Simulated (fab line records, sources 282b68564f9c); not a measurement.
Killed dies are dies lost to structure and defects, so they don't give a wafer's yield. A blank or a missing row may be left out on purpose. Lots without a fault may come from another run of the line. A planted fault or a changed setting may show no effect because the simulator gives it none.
Problem report in the 8D (eight disciplines) form, filled by code | flow rit_cmos | the parts of the form that need people (team, actions taken, sign-off) are left out

1. THE PROBLEM
CONTACT_TEOS_THK at RIT_CONTACT_THK_MEAS_01 reads a mean of 456 nm on 6 wafers of 2 lots; wafers without a fault read 393 nm with a standard deviation of 5.3. That is +12 standard deviations from the usual mean.
First seen on wafer L570.1, day 5 16:46, on film_metro-02. The record holds 42 wafers of 14 lots with a number at this step. Rule for "out", or "out of limits": more than 4 standard deviations from the usual mean. The other wafers with a number count as sound.

2. WHAT IT IS AND WHAT IT IS NOT
question                    | is                     | is not
which readings at this step | CONTACT_TEOS_THK       | -
which lots                  | L570, L573             | L558, L559, L560, L561, L562, L563, L574, L575, L577, L578, L580, L581
which wafers of those lots  | all that have a number | -
read on which gauges        | film_metro-02          | film_metro-03, film_metro-04
when                        | from day 5 16:46       | up to then (18 sound wafers); but 18 sound wafers of L574, L575, L577, L578, L580, L581 came after

3. SUSPECTS, AND WHAT RULES EACH OUT
Counting: a tool at a process step up to the reading stays a suspect if it ran every lot that is out and no sound lot after the first of them.
- the gauge at RIT_CONTACT_THK_MEAS_01: kept. All the wafers that are out were read on film_metro-02, and no step on other tools shows them out.
- pecvd-03 at RIT_CONTACT_CVD_00 (deposits SiO2 from TEOS, target thk 400 nm, time 61 s): kept. It ran every lot that is out, first L570 (day 5 16:43), and no sound lot after that; its last sound lot up to then is L561 (day 4 01:50).
Left after counting: pecvd-03 at RIT_CONTACT_CVD_00, film_metro-02 at RIT_CONTACT_THK_MEAS_01.

4. THE CAUSE (what the simulator had put in)
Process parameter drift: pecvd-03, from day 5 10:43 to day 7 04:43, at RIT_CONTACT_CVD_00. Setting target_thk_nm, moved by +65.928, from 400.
Counting left 2 suspects, and this tool is among them.

5. THE CHAIN OF EFFECTS, in route order
Each row: a reading whose mean over the struck wafers that have a number lies more than 3 standard deviations from the usual. Only readings for which the record gives a usual standard deviation are gone through. hours: the time from each lot's start at the first step in this table that gives one to its start at this step, as a median over the lots. sigmas: the change in usual standard deviations.
hours | step                    | reading          | usual  | on struck wafers | change | sigmas
0     | RIT_CONTACT_THK_MEAS_01 | CONTACT_TEOS_THK | 393 nm | 456              | +62    | +12

6. WHAT WOULD HAVE CAUGHT IT SOONER
In this record the first reading out of limits at a measuring or inspecting step was taken at day 5 16:46, 6 hours after the fault began at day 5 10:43.
Of the tool readings at RIT_CONTACT_CVD_00 for which the record gives a usual standard deviation, none was out on any struck wafer, so an alarm limit of 4 standard deviations on them would not have fired.
Of the lots that are out (2), L573 began RIT_CONTACT_CVD_00 on pecvd-03 after day 5 16:46. A hold on the tool at that time would have spared it.
